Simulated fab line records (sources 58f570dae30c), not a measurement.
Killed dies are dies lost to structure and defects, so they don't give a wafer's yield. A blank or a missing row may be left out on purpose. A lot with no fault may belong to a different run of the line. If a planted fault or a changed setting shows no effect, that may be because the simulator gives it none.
Lot-split experiment	flow berkeleyCmos170	23 wafers read from 5 lots, route of 331 steps

ON THE SPLIT
At UCB170_SILICIDE_SPUTTER_01 (material Ti, target thk 30 nm, time 25 s), the setting chamberPressurePa was moved away from the recipe's 0.5 Pa on 15 of the 23 wafers read, by -9.3% to +6.7%. The other wafers ran this setting at the recipe's value.

The reading is taken at the split's own step.

THE READING
Ti_of_SILICIDE_SPUTTER_01.thkNm (the simulator's own value, which no gauge read), in nm, at UCB170_SILICIDE_SPUTTER_01 (material Ti, target thk 30 nm, time 25 s). There is no usual value for it anywhere in the file. Average 30.07 nm, standard deviation 0.24 nm, over the 8 wafers here run with the recipe.

wafer	tool, chamber at the split	chamberPressurePa as run, Pa	against the recipe	Ti_of_SILICIDE_SPUTTER_01.thkNm, nm	against lot-mates on the recipe
L076.2	pvdSputter-01, -	0.5	recipe	30.14	-
L076.3	pvdSputter-01, -	0.5	recipe	29.96	-
L076.4	pvdSputter-01, -	0.5	recipe	29.63	-
L081.1	pvdSputter-02, -	0.4533	-9.3%	31.2	no lot-mate on the recipe
L081.2	pvdSputter-02, -	0.4533	-9.3%	30.74	no lot-mate on the recipe
L081.3	pvdSputter-02, -	0.4533	-9.3%	30.86	no lot-mate on the recipe
L081.5	pvdSputter-02, -	0.4533	-9.3%	31.01	no lot-mate on the recipe
L081.6	pvdSputter-02, -	0.4533	-9.3%	30.99	no lot-mate on the recipe
L083.1	pvdSputter-02, -	0.5334	+6.7%	29.53	no lot-mate on the recipe
L083.2	pvdSputter-02, -	0.5334	+6.7%	29.3	no lot-mate on the recipe
L083.3	pvdSputter-02, -	0.5334	+6.7%	29.49	no lot-mate on the recipe
L083.4	pvdSputter-02, -	0.5334	+6.7%	29.35	no lot-mate on the recipe
L083.6	pvdSputter-02, -	0.5334	+6.7%	29.47	no lot-mate on the recipe
L082.1	pvdSputter-01, -	0.5	recipe	30.13	-
L082.2	pvdSputter-01, -	0.5	recipe	30.19	-
L082.3	pvdSputter-01, -	0.5	recipe	30.01	-
L082.4	pvdSputter-01, -	0.5	recipe	30.54	-
L082.5	pvdSputter-01, -	0.5	recipe	29.96	-
L084.1	pvdSputter-02, -	0.474	-5.2%	30.22	no lot-mate on the recipe
L084.2	pvdSputter-02, -	0.474	-5.2%	30.39	no lot-mate on the recipe
L084.4	pvdSputter-02, -	0.474	-5.2%	30.31	no lot-mate on the recipe
L084.5	pvdSputter-02, -	0.474	-5.2%	30.11	no lot-mate on the recipe
L084.6	pvdSputter-02, -	0.474	-5.2%	30.19	no lot-mate on the recipe

FIT RESULTS
A straight line over all 23 wafers: Ti_of_SILICIDE_SPUTTER_01.thkNm changes by -0.0879 nm for each +1% of chamberPressurePa; r = -0.92; the points scatter about the line by 0.22 nm.
Too few moved wafers with a lot-mate on the recipe to fit a line net of each lot's own level.

FILE'S OWN FIT
Ti_of_SILICIDE_SPUTTER_01.thkNm changes by -0.0877 nm for each +1% of chamberPressurePa, r = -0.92.
